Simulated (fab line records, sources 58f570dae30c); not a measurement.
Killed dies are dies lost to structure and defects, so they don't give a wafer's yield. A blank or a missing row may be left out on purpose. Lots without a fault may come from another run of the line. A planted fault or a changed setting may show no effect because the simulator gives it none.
Tool commonality check | flow berkeley_cmos170 | 14 lots, 42 wafers sampled

WHY IT WAS OPENED
At UCB170_PWELL_THK_MEAS_06 the reading PWELL_NITRIDE_THK is flagged on 2 of 14 lots. Wafers without a fault read 218.8 nm, standard deviation 1.9.
Rule: a lot is flagged when every wafer of it that has a number lies more than 4 standard deviations from that mean, or none has a number. The other lots count as sound.

lot  | measured    | on            | PWELL_NITRIDE_THK (nm), wafer by wafer | flag
L979 | day 2 18:00 | film_metro-01 | 220.3 220.2 219.5                      |
L981 | day 3 06:14 | film_metro-01 | 220.3 218.5 219.0                      |
L982 | day 3 15:52 | film_metro-03 | 218.6 215.1 218.1                      |
L983 | day 4 00:29 | film_metro-01 | 218.7 218.5 219.8                      |
L984 | day 4 00:29 | film_metro-04 | 217.9 219.0 219.8                      |
L985 | day 4 07:37 | film_metro-03 | 221.2 220.4 219.9                      |
L986 | day 4 15:35 | film_metro-03 | 219.2 218.6 218.5                      |
L989 | day 5 05:50 | film_metro-01 | 217.4 219.1 217.5                      |
L992 | day 5 13:40 | film_metro-04 | 217.0 217.1 214.4                      |
L991 | day 5 13:41 | film_metro-03 | 218.4 217.0 219.9                      |
L998 | day 7 01:37 | film_metro-04 | 218.1 220.3 220.6                      |
L100 | day 7 09:38 | film_metro-01 | 402.3 402.6 403.0                      | FLAGGED
L101 | day 7 09:42 | film_metro-04 | 401.8 402.4 402.9                      | FLAGGED
L102 | day 7 23:31 | film_metro-01 | 219.9 220.6 221.2                      |
The numbers of the flagged lots are 402.5 nm on average: +183.7 nm against the usual, or +97 standard deviations.

WHICH TOOL RAN EACH LOT
The record holds 1 process step before the reading, out of a route of 331 steps. In each cell: the tool, then ch and the chambers that the sampled wafers went through, then the start.
lot  | flag    | UCB170_PWELL_CVD_05
L979 |         | lpcvd-02 ch 0, day 2 16:05
L981 |         | lpcvd-01 ch 1, day 3 04:17
L982 |         | lpcvd-01 ch 1, day 3 13:56
L983 |         | lpcvd-01 ch 1, day 3 22:33
L984 |         | lpcvd-01 ch 1, day 3 22:33
L985 |         | lpcvd-01 ch 1, day 4 05:42
L986 |         | lpcvd-01 ch 1, day 4 13:40
L989 |         | lpcvd-02 ch 1, day 5 03:50
L992 |         | lpcvd-02 ch 1, day 5 11:45
L991 |         | lpcvd-02 ch 0, day 5 11:45
L998 |         | lpcvd-02 ch 1, day 6 23:41
L100 | FLAGGED | lpcvd-01 ch 0, day 7 07:43
L101 | FLAGGED | lpcvd-01 ch 0, day 7 07:43
L102 |         | lpcvd-01 ch 1, day 7 21:37
What these steps do:
- UCB170_PWELL_CVD_05: deposits Si3N4 from SiH2Cl2/NH3, target thk 220 nm, time 3300 s.
- UCB170_PWELL_THK_MEAS_06

FLAGGED OVER TOTAL, TOOL BY TOOL (the gauges that took the reading come last)
step                     | tool          | lots run | flagged | share of the flagged lots | sound lots run after its first flagged lot
UCB170_PWELL_CVD_05      | lpcvd-01      | 9        | 2       | all                       | 1 (L102)
UCB170_PWELL_CVD_05      | lpcvd-02      | 5        | 0       | none                      | -
UCB170_PWELL_THK_MEAS_06 | film_metro-01 | 6        | 1       | some                      | 1 (L102)
UCB170_PWELL_THK_MEAS_06 | film_metro-03 | 4        | 0       | none                      | -
UCB170_PWELL_THK_MEAS_06 | film_metro-04 | 4        | 1       | some                      | 0

WHAT THE TABLE ALLOWS
1 row of the table ran every flagged lot: lpcvd-01 at UCB170_PWELL_CVD_05.
- lpcvd-01 at UCB170_PWELL_CVD_05: 2 of its 9 lots flagged. Sound lots ran on it after the first flagged one (L102), which a lasting fault on the whole tool wouldn't allow.
No row of the table ran every flagged lot and no sound lot after the first.

WHAT THE SIMULATOR HAD PUT IN
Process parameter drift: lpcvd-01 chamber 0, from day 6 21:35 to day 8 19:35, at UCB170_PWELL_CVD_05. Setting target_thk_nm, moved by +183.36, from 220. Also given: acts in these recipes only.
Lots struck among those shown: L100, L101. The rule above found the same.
